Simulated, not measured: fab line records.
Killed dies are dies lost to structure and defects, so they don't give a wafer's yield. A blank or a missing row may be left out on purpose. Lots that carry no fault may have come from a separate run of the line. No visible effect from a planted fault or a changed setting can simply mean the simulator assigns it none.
Tool commonality check :: flow rit cmos :: Sample size 14 lots and 42 wafers

REASON FOR OPENING
RIT_ACTIVE_THK_MEAS_02, reading ACTIVE_OXIDE_THK: flagged on 2 of 14 lots. No-fault wafers: 46.6 nm, standard deviation 0.88.
Rule: a lot gets a flag if all its wafers with a number sit over 4 standard deviations from that mean, or if no wafer of it has a number. The rest of the lots are taken to be sound.

lot: L485
measured: day 1 17:04
on: film metro-03
ACTIVE_OXIDE_THK (nm), wafer by wafer: 46.9 46.2 47.2
flag: 

lot: L486
measured: day 2 00:19
on: film metro-02
ACTIVE_OXIDE_THK (nm), wafer by wafer: 46.3 47.5 46.4
flag: 

lot: L489
measured: day 2 14:12
on: film metro-02
ACTIVE_OXIDE_THK (nm), wafer by wafer: 46.8 47.0 47.1
flag: 

lot: L491
measured: day 3 01:08
on: film metro-03
ACTIVE_OXIDE_THK (nm), wafer by wafer: 45.6 46.0 45.8
flag: 

lot: L492
measured: day 3 08:04
on: film metro-03
ACTIVE_OXIDE_THK (nm), wafer by wafer: 45.6 45.6 46.0
flag: 

lot: L493
measured: day 3 20:16
on: film metro-03
ACTIVE_OXIDE_THK (nm), wafer by wafer: 45.2 46.4 45.1
flag: 

lot: L495
measured: day 3 20:16
on: film metro-01
ACTIVE_OXIDE_THK (nm), wafer by wafer: 46.5 46.8 46.2
flag: 

lot: L494
measured: day 3 20:17
on: film metro-02
ACTIVE_OXIDE_THK (nm), wafer by wafer: 45.5 46.4 46.3
flag: 

lot: L496
measured: day 4 05:14
on: film metro-03
ACTIVE_OXIDE_THK (nm), wafer by wafer: 46.9 46.5 47.0
flag: 

lot: L497
measured: day 4 05:15
on: film metro-02
ACTIVE_OXIDE_THK (nm), wafer by wafer: 46.0 45.9 47.0
flag: 

lot: L501
measured: day 5 01:23
on: film metro-01
ACTIVE_OXIDE_THK (nm), wafer by wafer: 49.0 48.1 48.6
flag: 

lot: L502
measured: day 5 11:23
on: film metro-02
ACTIVE_OXIDE_THK (nm), wafer by wafer: 45.8 46.7 46.3
flag: 

lot: L504
measured: day 5 16:36
on: film metro-02
ACTIVE_OXIDE_THK (nm), wafer by wafer: 41.5 41.6 41.6
flag: FLAGGED

lot: L505
measured: day 5 21:20
on: film metro-03
ACTIVE_OXIDE_THK (nm), wafer by wafer: 40.0 40.7 40.7
flag: FLAGGED
Average over the flagged lots: 41.0 nm; offset from the usual -5.6 nm, equal to -6 standard deviations.

WHICH TOOL EACH LOT WENT THROUGH
The record keeps 1 process step preceding the reading, out of 202 steps on the route. In each cell: the tool, then ch and the chambers that the sampled wafers went through, then the start.
lot: L485
flag: 
RIT_ACTIVE_OXIDATION_01: furnace-03 ch 0, day 1 15:07

lot: L486
flag: 
RIT_ACTIVE_OXIDATION_01: furnace-01 ch 0, day 1 22:21

lot: L489
flag: 
RIT_ACTIVE_OXIDATION_01: furnace-01 ch 0, day 2 12:14

lot: L491
flag: 
RIT_ACTIVE_OXIDATION_01: furnace-01 ch 0, day 2 23:12

lot: L492
flag: 
RIT_ACTIVE_OXIDATION_01: furnace-04 ch 0, day 3 06:08

lot: L493
flag: 
RIT_ACTIVE_OXIDATION_01: furnace-04 ch 0, day 3 18:20

lot: L495
flag: 
RIT_ACTIVE_OXIDATION_01: furnace-04 ch 0, day 3 18:20

lot: L494
flag: 
RIT_ACTIVE_OXIDATION_01: furnace-04 ch 0, day 3 18:20

lot: L496
flag: 
RIT_ACTIVE_OXIDATION_01: furnace-03 ch 0, day 4 03:19

lot: L497
flag: 
RIT_ACTIVE_OXIDATION_01: furnace-03 ch 0, day 4 03:19

lot: L501
flag: 
RIT_ACTIVE_OXIDATION_01: furnace-04 ch 0, day 4 23:28

lot: L502
flag: 
RIT_ACTIVE_OXIDATION_01: furnace-01 ch 0, day 5 09:28

lot: L504
flag: FLAGGED
RIT_ACTIVE_OXIDATION_01: furnace-04 ch 0, day 5 14:40

lot: L505
flag: FLAGGED
RIT_ACTIVE_OXIDATION_01: furnace-04 ch 0, day 5 19:24
What these steps do:
- RIT_ACTIVE_OXIDATION_01: target thk 46.8 nm, ox time 3360 s.
- RIT_ACTIVE_THK_MEAS_02

FLAGGED OVER TOTAL, TOOL BY TOOL (the gauges that took the reading come last)
step: RIT_ACTIVE_OXIDATION_01
tool: furnace-01
lots run: 4
flagged: 0
share of the flagged lots: none
sound lots run after its first flagged lot: -

step: RIT_ACTIVE_OXIDATION_01
tool: furnace-03
lots run: 3
flagged: 0
share of the flagged lots: none
sound lots run after its first flagged lot: -

step: RIT_ACTIVE_OXIDATION_01
tool: furnace-04
lots run: 7
flagged: 2
share of the flagged lots: all
sound lots run after its first flagged lot: 0

step: RIT_ACTIVE_THK_MEAS_02
tool: film metro-01
lots run: 2
flagged: 0
share of the flagged lots: none
sound lots run after its first flagged lot: -

step: RIT_ACTIVE_THK_MEAS_02
tool: film metro-02
lots run: 6
flagged: 1
share of the flagged lots: some
sound lots run after its first flagged lot: 0

step: RIT_ACTIVE_THK_MEAS_02
tool: film metro-03
lots run: 6
flagged: 1
share of the flagged lots: some
sound lots run after its first flagged lot: 0

THE TABLE: WHAT IT ALLOWS
1 row of the table ran every flagged lot: furnace-04 at RIT_ACTIVE_OXIDATION_01.
- furnace-04 at RIT_ACTIVE_OXIDATION_01 ran 7 lots, 2 of them flagged. Its last sound lot is L501 (day 4 23:28), its first flagged lot L504 (day 5 14:40): a fault that began between those two fits. Its own readings (spike tc centre C, tube center temp C, tube_center_temp_C_max) fall more than 4 standard deviations out on all wafers of the flagged lots.
What remains is a single tool, furnace-04 at RIT_ACTIVE_OXIDATION_01.

WHAT THE SIMULATOR PUT IN
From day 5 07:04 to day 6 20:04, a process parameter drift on furnace-04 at RIT_ACTIVE_OXIDATION_01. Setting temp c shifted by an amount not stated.
Lots struck among those shown: L504, L505. The rule above reached the same finding.
